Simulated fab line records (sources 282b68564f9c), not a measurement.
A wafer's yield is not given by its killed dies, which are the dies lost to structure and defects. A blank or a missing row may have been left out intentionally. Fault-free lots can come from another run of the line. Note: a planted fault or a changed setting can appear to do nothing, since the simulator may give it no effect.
fab line records    flow ritCmos
record: lots: 6  wafers: 18  lastDay: 7
route steps=202 shown NSD@138 PSD@142 M1@202
lots with no fault: from the same line, run without faults
startH: start of the lot's first displayed wafer, in hours after the record's first day    waitH: hours from the lot's prior step to this one    " same as the row above    L1.1+2: several wafers, shown together as one row    - no value present, or no start provided    * or withheld: withheld    < > ~ a bound
route shown NAME@n: names a module that has steps shown in the file, with the first one's number in the route    usual: average and standard deviation across the fault-free wafers    same: alike in all rows    chamber/n: place in a boat    sites: the reading at each site    _std_site: their standard deviation    _edge_site: the outer-site mean with the inner-site mean subtracted    radiusMm: how far each site lies from the wafer's centre    mask NAME#n: copy n    behind: the tool/chamber that last shaped the wafer    hold: cause of the lot's hold/its duration in hours/its outcome    device: the transistor (n, p or np) that didn't switch    end of line: the route-end tests of the same wafers    a step without rows: its recipe alone    killed: at the first sort, the dies lost to defects and structure; wafer yield is something else    map: a wafer's dies, marking killed ones x, the rest . and places with no die _
set.NAME: the setting as run; set.NAME@STEP: as run at that earlier step    model.NAME: the simulator's own value behind a step, which no gauge read
lots seen at some steps along the route; tables by step, rows by wafer
services: when a tool's chamber went out of use (startH, in hours from the record's first day, below 0 if earlier), for how many hours, and the reason
== steps ==
step: RIT_NSD_HARDBAKE_07
recipe: resist: NOVOLAK  tempC: 138.8  timeS: 60
step: RIT_NSD_IMPLANT_08
recipe: species: P  energyKev: 24.54  doseCm2: 1e+15  tiltDeg: 7
step: RIT_NSD_STRIP_09
recipe: chemistry: O2  timeS: 180  resist: NOVOLAK  platenTempC: withheld  powerW: 500  pressureMtorr: 4000  o2FlowSccm: 4000
usual: drypumpMotorCurrentA: 5.9/0.35
lot.wafer  tool            chamber  startH  waitH  drypumpMotorCurrentA  rfHoursCounterH
L518.2     plasmaAsher-01  0        59.91   0.1    5.8                   39
L518.4     "               1        "       "      6.4                   -
L518.5     "               1        "       "      6.4                   -
L520.2     plasmaAsher-02  0        69.99   0.1    5.6                   30
L520.3     "               0        "       "      5.7                   -
L520.6     "               1        "       "      5.5                   -
L525.3     plasmaAsher-02  1        97.29   0.1    5.5                   -
L525.5     "               1        "       "      5.5                   -
L525.6     "               0        "       "      5.6                   -
L526.1     plasmaAsher-02  0        99.93   0.1    5.6                   33
L526.5     "               0        "       "      5.7                   -
L526.6     "               1        "       "      5.5                   -
L531.2     plasmaAsher-02  0        126.29  0.1    5.7                   36
L531.4     "               1        "       "      5.5                   -
L531.6     "               1        "       "      5.5                   -
L538.1     plasmaAsher-01  1        160.30  0.1    6.4                   50
L538.4     "               0        "       "      5.8                   -
L538.6     "               0        "       "      5.8                   -
step: RIT_NSD_TW_MEAS_10
usual: NSD_TW: 3107/27
lot.wafer  tool          chamber  startH  waitH  NSD_TW
L518.2     filmMetro-03  -        60.10   0.1    3092
L518.4     "             -        "       "      3119
L518.5     "             -        "       "      3105
L520.2     filmMetro-01  -        70.17   0.1    3065
L520.3     "             -        "       "      3054
L520.6     "             -        "       "      3071
L525.3     filmMetro-03  -        97.42   0.1    3132
L525.5     "             -        "       "      3136
L525.6     "             -        "       "      3109
L526.1     filmMetro-01  -        100.10  0.1    3066
L526.5     "             -        "       "      3078
L526.6     "             -        "       "      3098
L531.2     filmMetro-03  -        126.47  0.1    3105
L531.4     "             -        "       "      3112
L531.6     "             -        "       "      3088
L538.1     filmMetro-03  -        160.47  0.1    3126
L538.4     "             -        "       "      3125
L538.6     "             -        "       "      3102
step: RIT_PSD_HMDS_00
recipe: primeTimeS: 60  primeTempC: 140
step: RIT_PSD_COAT_01
recipe: resist: NOVOLAK  spinRpm: 3250  resistThkNm: 1000
step: RIT_PSD_SOFTBAKE_02
recipe: resist: NOVOLAK  tempC: 90  timeS: 60
step: RIT_PSD_EXPOSE_03
recipe: maskId: M10  na: 0.57  targetCdNm: 40900  doseMj: 250
step: RIT_PSD_PEB_04
recipe: resist: NOVOLAK  tempC: withheld  timeS: withheld
step: RIT_PSD_DEVELOP_05
recipe: resist: NOVOLAK  developTimeS: 50  devTempC: 23
step: RIT_PSD_OVL_MEAS_06
usual: PSD_OVL: -0.2/1.4
lot.wafer  tool        chamber  startH  waitH  PSD_OVL[nm]
L518.2     overlay-01  -        61.00   -      -1.3
L518.4     "           -        "       "      -0.2
L518.5     "           -        "       "      0.6
L520.2     overlay-01  -        71.20   -      0.7
L520.3     "           -        "       "      1.1
L520.6     "           -        "       "      0.2
L525.3     overlay-01  -        98.33   -      1.1
L525.5     "           -        "       "      1.6
L525.6     "           -        "       "      -1.2
L526.1     overlay-01  -        101.07  -      -1.8
L526.5     "           -        "       "      1.0
L526.6     "           -        "       "      0.8
L531.2     overlay-02  -        127.42  -      -2.0
L531.4     "           -        "       "      -1.8
L531.6     "           -        "       "      -1.6
L538.1     overlay-02  -        161.71  -      0.6
L538.4     "           -        "       "      -1.7
L538.6     "           -        "       "      0.5
step: RIT_PSD_HARDBAKE_07
recipe: resist: NOVOLAK  tempC: 140  timeS: 60
step: RIT_PSD_IMPLANT_08
recipe: species: BF2  energyKev: 27  doseCm2: 5e+15  tiltDeg: 7
usual: tiltDeg: 7.002/0.019
lot.wafer  tool          chamber  startH  waitH  tiltDeg
L518.2     implanter-04  0        61.21   0.1    7.000
L518.4     "             0        "       "      7.015
L518.5     "             0        "       "      6.992
L520.2     implanter-04  0        71.41   0.1    6.434
L520.3     "             0        "       "      6.394
L520.6     "             0        "       "      6.408
L525.3     implanter-03  0        98.55   0.1    6.957
L525.5     "             0        "       "      6.959
L525.6     "             0        "       "      6.971
L526.1     implanter-04  0        101.25  0.1    6.412
L526.5     "             0        "       "      6.401
L526.6     "             0        "       "      6.398
L531.2     implanter-02  0        127.63  0.1    6.994
L531.4     "             0        "       "      6.984
L531.6     "             0        "       "      6.979
L538.1     implanter-03  0        161.90  0.1    6.992
L538.4     "             0        "       "      6.998
L538.6     "             0        "       "      7.020
step: RIT_PSD_STRIP_09
recipe: chemistry: O2  timeS: 180  resist: NOVOLAK  platenTempC: withheld  powerW: 500  pressureMtorr: 4000  o2FlowSccm: 4000
usual: drypumpMotorCurrentA: 6.0/0.35
lot.wafer  tool            chamber  startH  waitH  drypumpMotorCurrentA  rfHoursCounterH
L518.2     plasmaAsher-02  1        61.33   0.1    5.5                   29
L518.4     "               1        "       "      5.5                   -
L518.5     "               0        "       "      5.6                   -
L520.2     plasmaAsher-03  1        71.53   0.1    5.7                   44
L520.3     "               1        "       "      5.7                   -
L520.6     "               1        "       "      5.7                   -
L525.3     plasmaAsher-02  0        98.71   0.1    5.7                   -
L525.5     "               0        "       "      5.7                   -
L525.6     "               1        "       "      5.5                   -
L526.1     plasmaAsher-03  1        101.40  0.1    5.7                   48
L526.5     "               1        "       "      5.7                   -
L526.6     "               0        "       "      6.4                   -
L531.2     plasmaAsher-02  1        127.75  0.1    5.5                   36
L531.4     "               0        "       "      5.6                   -
L531.6     "               1        "       "      5.5                   -
L538.1     plasmaAsher-03  1        162.05  0.1    5.7                   54
L538.4     "               1        "       "      5.7                   -
L538.6     "               1        "       "      5.7                   -
step: RIT_M1_PROBE_99
usual: killedAtContacts: 0.1/0.25  killedAtFrontEnd: 6.3/2.9  killedDies: 6.4/2.8  killedOpen: 3.3/2  killedShort: 3.1/2
same: grossDies: 264  killed_at_M0_to_M3: 0  killed_at_M4_up: 0  killedAtBackSide: 0  killedAtOther: 0
lot.wafer  tool       chamber  startH  waitH  killedAtContacts  killedAtFrontEnd  killedDies  killedOpen  killedShort  model.etest.diodePplusNwell.bvV
L518.2     prober-01  -        69.34   0.1    0                 6                 6           4           2            6.608
L518.4     prober-01  -        69.44   0.2    0                 3                 3           3           0            6.681
L518.5     prober-01  -        69.49   0.2    0                 3                 3           2           1            6.697
L520.2     prober-01  -        80.01   0.1    0                 5                 5           1           4            6.671
L520.3     prober-01  -        80.06   0.2    0                 13                13          7           6            6.715
L520.6     prober-01  -        80.21   0.2    0                 5                 5           3           2            6.693
L525.3     prober-02  -        107.32  0.2    0                 5                 5           1           4            6.595
L525.5     prober-02  -        107.42  0.2    0                 5                 5           2           3            6.637
L525.6     prober-02  -        107.47  0.2    0                 5                 5           2           3            6.655
L526.1     prober-02  -        109.89  0.1    0                 8                 8           6           2            6.692
L526.5     prober-02  -        110.09  0.2    0                 3                 3           3           0            6.695
L526.6     prober-02  -        110.14  0.2    1                 5                 6           3           3            6.82
L531.2     prober-01  -        136.09  0.1    0                 3                 3           2           1            6.754
L531.4     prober-01  -        136.19  0.2    0                 6                 6           5           1            6.683
L531.6     prober-01  -        136.29  0.2    0                 7                 7           3           4            6.769
L538.1     prober-02  -        170.25  0.1    0                 10                10          7           3            6.479
L538.4     prober-02  -        170.40  0.2    0                 11                11          5           6            6.596
L538.6     prober-02  -        170.50  0.2    0                 4                 4           2           2            6.55
killed by level:class
L518.2 REOX:geometricParticle:open=2 GATE:geometricParticle:open=1 GATE:geometricParticle:short=1 REOX:geometricParticle:short=1 SPACER:geometricParticle:open=1
L518.4 GATE:geometricParticle:open=3
L518.5 FOX1:geometricParticle:open=1 GATE:geometricParticle:short=1 REOX:geometricParticle:open=1
L520.2 GATE:geometricParticle:short=2 FOX1:geometricParticle:short=1 FOX2:geometricParticle:short=1 GATE:geometricParticle:open=1
L520.3 GATE:geometricParticle:open=5 GATE:geometricParticle:short=4 SPACER:geometricParticle:short=2 FOX1:geometricParticle:open=1 FOX2:geometricParticle:open=1
L520.6 FOX1:geometricParticle:open=1 GATE:geometricParticle:short=1 GATE:geometricParticle:open=1 SPACER:geometricParticle:open=1 SILICIDE:geometricParticle:short=1
L525.3 FOX1:geometricParticle:short=1 REOX:geometricParticle:open=1 GATE:geometricParticle:short=1 SPACER:geometricParticle:short=1 SILICIDE:geometricParticle:short=1
L525.5 FOX2:geometricParticle:short=1 GATE:geometricParticle:short=1 GATE:geometricParticle:open=1 SPACER:geometricParticle:short=1 SPACER:geometricParticle:open=1
L525.6 GATE:geometricParticle:open=2 GATE:geometricParticle:short=1 SPACER:geometricParticle:short=1 SILICIDE:geometricParticle:short=1
L526.1 GATE:geometricParticle:open=2 SPACER:geometricParticle:open=2 FOX1:geometricParticle:open=1 FOX2:geometricParticle:open=1 GATE:geometricParticle:short=1 SPACER:geometricParticle:short=1
L526.5 GATE:geometricParticle:open=3
L526.6 FOX1:geometricParticle:short=1 GATE:geometricParticle:short=1 GATE:geometricParticle:open=1 SPACER:geometricParticle:open=1 SPACER:geometricParticle:short=1 CONTACT:geometricParticle:open=1
L531.2 GATE:geometricParticle:open=1 GATE:geometricParticle:short=1 SPACER:geometricParticle:open=1
L531.4 GATE:geometricParticle:open=4 REOX:geometricParticle:short=1 SILICIDE:geometricParticle:open=1
L531.6 FOX1:geometricParticle:short=2 GATE:geometricParticle:short=2 FOX1:geometricParticle:open=1 REOX:geometricParticle:open=1 SPACER:geometricParticle:open=1
L538.1 FOX1:geometricParticle:open=2 SILICIDE:geometricParticle:open=2 FOX1:geometricParticle:short=1 FOX2:geometricParticle:open=1 GATE:geometricParticle:short=1 GATE:geometricParticle:open=1 REOX:geometricParticle:short=1 REOX:geometricParticle:open=1
L538.4 FOX1:geometricParticle:short=4 GATE:geometricParticle:open=2 REOX:geometricParticle:open=2 GATE:geometricParticle:short=1 REOX:geometricParticle:short=1 SPACER:geometricParticle:open=1
L538.6 REOX:geometricParticle:open=2 SILICIDE:geometricParticle:short=2
== services ==
tool            chamber  startH  hours  kind
plasmaAsher-03  -        59.40   2.3    repair
implanter-03    -        66.95   4.5    repair
implanter-02    -        97.60   2.0    repair
implanter-03    -        102.65  3.2    repair
implanter-04    -        151.89  9.1    repair
implanter-04    -        160.97  3.7    pm
implanter-02    -        161.30  3.4    repair
== key ==
firstSign: step: RIT_PSD_IMPLANT_08  reading: tiltDeg  direction: down  sigmas: 31  usual: 7.002  struck: 6.408
effect none on later readings
modelEffect: step: RIT_M1_PROBE_99  value: etest.diodePplusNwell.bvV  without: 6.602  struck: 6.714
metAt RIT_PSD_IMPLANT_08
struckWafers L520.2,L520.3,L520.6,L526.1,L526.5,L526.6
testerLeftOut L520,L526
onsetBetween 61.21 71.41
fault: kind: processParameterDrift  tool: implanter-04  chamber: -  onsetH: 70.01  steps: RIT_PSD_IMPLANT_08  channel: tiltDeg  offset: -0.59139  shape: step  endH: 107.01  actsIn: theseRecipesOnly  stated: 7
testerLeftOut: of these lots the tester's yield and bins aren't shown, on N5 and GAA mostly nor the transistor test; their killed dies are dies lost to structure and defects alone, not to doping, threshold or leakage, so they don't give the yield
